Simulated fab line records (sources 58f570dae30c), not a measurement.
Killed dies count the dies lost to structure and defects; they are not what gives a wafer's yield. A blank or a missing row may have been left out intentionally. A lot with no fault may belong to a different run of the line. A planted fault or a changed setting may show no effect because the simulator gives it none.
Matching of chambers    flow berkeley_cmos170    UCB170_M1_ETCH_11 on rie_diel-04: 4 sister chambers
The step etches BARC in N2/H2. 14 wafers are shown with their chamber, then 7 later ones without.

## WAFERS WITH THEIR CHAMBER
wafer   chamber  throttle_valve_pct (%)  drypump_motor_current_A (A)  oes_product_au (a.u.)
L783.1  2        13.12                   5.73                         1.011
L783.5  1        13.39                   6.16                         1.005
L783.6  0        13.18                   5.82                         1.015
L784.1  3        13.41                   5.70                         0.975
L784.2  1        13.38                   6.17                         1.007
L784.6  1        13.38                   6.15                         1.021
L786.2  2        13.13                   5.70                         0.996
L786.4  0        13.20                   5.83                         0.996
L786.6  1        13.39                   6.20                         1.011
L793.3  2        13.10                   5.75                         1.021
L793.4  2        13.12                   5.74                         1.004
L793.6  3        13.42                   5.72                         0.983
L792.1  2        13.11                   5.73                         1.021
L792.2  0        13.19                   5.81                         1.001

SIGNATURES (averages over the wafers above)
reading                  chamber 0  chamber 1  chamber 2  chamber 3  scatter within a chamber
throttle_valve_pct       13.1900    13.3850    13.1160    13.4150    0.00933
drypump_motor_current_A  5.8200     6.1700     5.7300     5.7100     0.0179
oes_product_au           1.00400    1.01100    1.01060    0.97900    0.00923
Rule: a wafer lies at a distance from a chamber equal to the root of the sum of squares, over the readings, of (its reading less the chamber's mean, divided by the reading's scatter). The wafer belongs to the nearest chamber; if the next one is less than 2 further off, it can't be placed. The scatter: the root of (the sum of the squares of (reading less its chamber's mean) over the shown wafers, divided by (wafers less chambers)).

## WAFERS MISSING THEIR CHAMBER
wafer   throttle_valve_pct (%)  drypump_motor_current_A (A)  oes_product_au (a.u.)
L792.3  13.40                   5.68                         0.984
L801.1  13.41                   5.66                         0.980
L801.2  13.37                   6.19                         0.956
L801.4  13.11                   5.71                         1.013
L803.1  13.13                   5.72                         1.010
L803.4  13.41                   5.70                         0.980
L803.6  13.41                   5.69                         0.986

## EACH ONE'S CHAMBER
wafer   from the rows above  in truth
L792.3  3                    3
L801.1  3                    3
L801.2  1                    1
L801.4  2                    2
L803.1  2                    2
L803.4  3                    3
L803.6  3                    3
7 of 7 placed correctly. Not placeable from these rows: 0. Placed wrongly: 0.
